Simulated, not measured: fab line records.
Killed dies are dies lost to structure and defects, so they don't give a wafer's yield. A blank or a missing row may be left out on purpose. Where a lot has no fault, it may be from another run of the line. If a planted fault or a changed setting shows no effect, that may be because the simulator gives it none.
Struck lot and sound lot, side by side / flow berkeley_cmos170 / 13 steps out of a route of 331
Sound: wafers L326.3, L326.5, L326.6. Struck: wafers L330.1, L330.2, L330.6. Last of all comes the cause.
Each step with rows lists, per side, the tool, then ch with its chambers, then its first start. Under that, the readings that differ: sound wafers / struck wafers / difference of the means / sigmas: that difference in standard deviations of wafers without a fault.
alike: readings with means less than 2 such deviations apart, plus words and numbers identical on both sides. not compared: withheld readings, readings lacking a value on some wafer, bounds such as >300 that could conceal the same value, and numbers that have no deviation in the record and whose values overlap.
The two part at a step that has a row with sigmas, a row that says differs or no value, or rows on one side only. Numbers that have no deviation but don't overlap get no sigmas and don't part them. A reading that every wafer of one side lacks parts them only if that side has two wafers or more.

first, 2 steps without rows for these wafers: UCB170_NLDD_PEB_04; UCB170_NLDD_DEVELOP_05 (develop time 45 s).
UCB170_NLDD_CD_MEAS_06: the cd target is 1200 nm.
  sound: cd_sem-01 at day 7 07:39; struck: cd_sem-01 at day 7 20:05
reading=cd_nm (nm); sound=1197.8 1198.9 1198.5; struck=1201.2 1201.0 1200.6; difference=+2.5; sigmas=+2
UCB170_NLDD_OVL_MEAS_07:
  sound: overlay-02 at day 7 07:44; struck: overlay-01 at day 7 20:12
  alike: NLDD_OVL
then, 2 steps without rows for these wafers: UCB170_NLDD_IMPLANT_08; UCB170_NLDD_IMPLANT_09.
UCB170_NLDD_STRIP_10: strips in O2.
  sound on plasma_asher-03 ch 0,1, day 7 08:06; struck on plasma_asher-03 ch 0,1, day 7 20:32
  alike: drypump_motor_current_A, oes_product_au, strip_time_to_endpoint_s
  not compared: rf_hours_counter_h
UCB170_NLDD_TW_MEAS_11:
  sound: film_metro-03 at day 7 08:11; struck: film_metro-03 at day 7 20:38
  alike: NLDD_TW
then, 1 step without rows for these wafers: UCB170_NLDD_CLEAN_12 (cleans in SPM, time 600 s).
UCB170_SPACER_CVD_00: deposits SiO2 from TEOS/O2, target thk 376 nm, time 47 s.
  sound on pecvd-04 ch 0,1,2, day 7 08:24; struck on pecvd-04 ch 1,2, day 7 21:00
  alike: heater_power_w, rf_fwd_power_W, susceptor_temp_C
  not compared: since_wet_clean_h
UCB170_SPACER_THK_MEAS_01:
  sound: film_metro-03 at day 7 08:28; struck: film_metro-04 at day 7 21:02
  alike: SPACER_TEOS_THK
then, 1 step without rows for these wafers: UCB170_SPACER_ANNEAL_02 (time 1800 s).
UCB170_SPACER_ETCHBACK_03: etches SiO2 in CHF3/CF4/Ar, stops on Si, target depth 376 nm, time 100 s.
  sound on rie_diel-02 ch 0,3, day 7 11:52; struck on rie_diel-03 ch 1,3, day 8 00:20
  no value came back on the struck wafers for any of 7 readings (CHF3_flow_sccm (sccm), cf4_flow_sccm (sccm) and others); on the sound wafers CHF3_flow_sccm (sccm) reads 49.85 49.80 50.10
reading=model.SiO2_of_SPACER_CVD_00.thk_nm (nm); sound=0 0 0; struck=375.7 377.5 384; difference=+379.1; sigmas=
reading=model.poly-Si_of_GATE_CVD_04.thk_nm (nm); sound=209.5 208.4 209.1; struck=212.3 211.5 213; difference=+3.3; sigmas=
  not compared: rf_hours_counter_h

== WHERE THEY PART ==
Earliest at UCB170_NLDD_CD_MEAS_06; latest, in this record, at UCB170_SPACER_ETCHBACK_03.

WHY: whatever the simulator had introduced
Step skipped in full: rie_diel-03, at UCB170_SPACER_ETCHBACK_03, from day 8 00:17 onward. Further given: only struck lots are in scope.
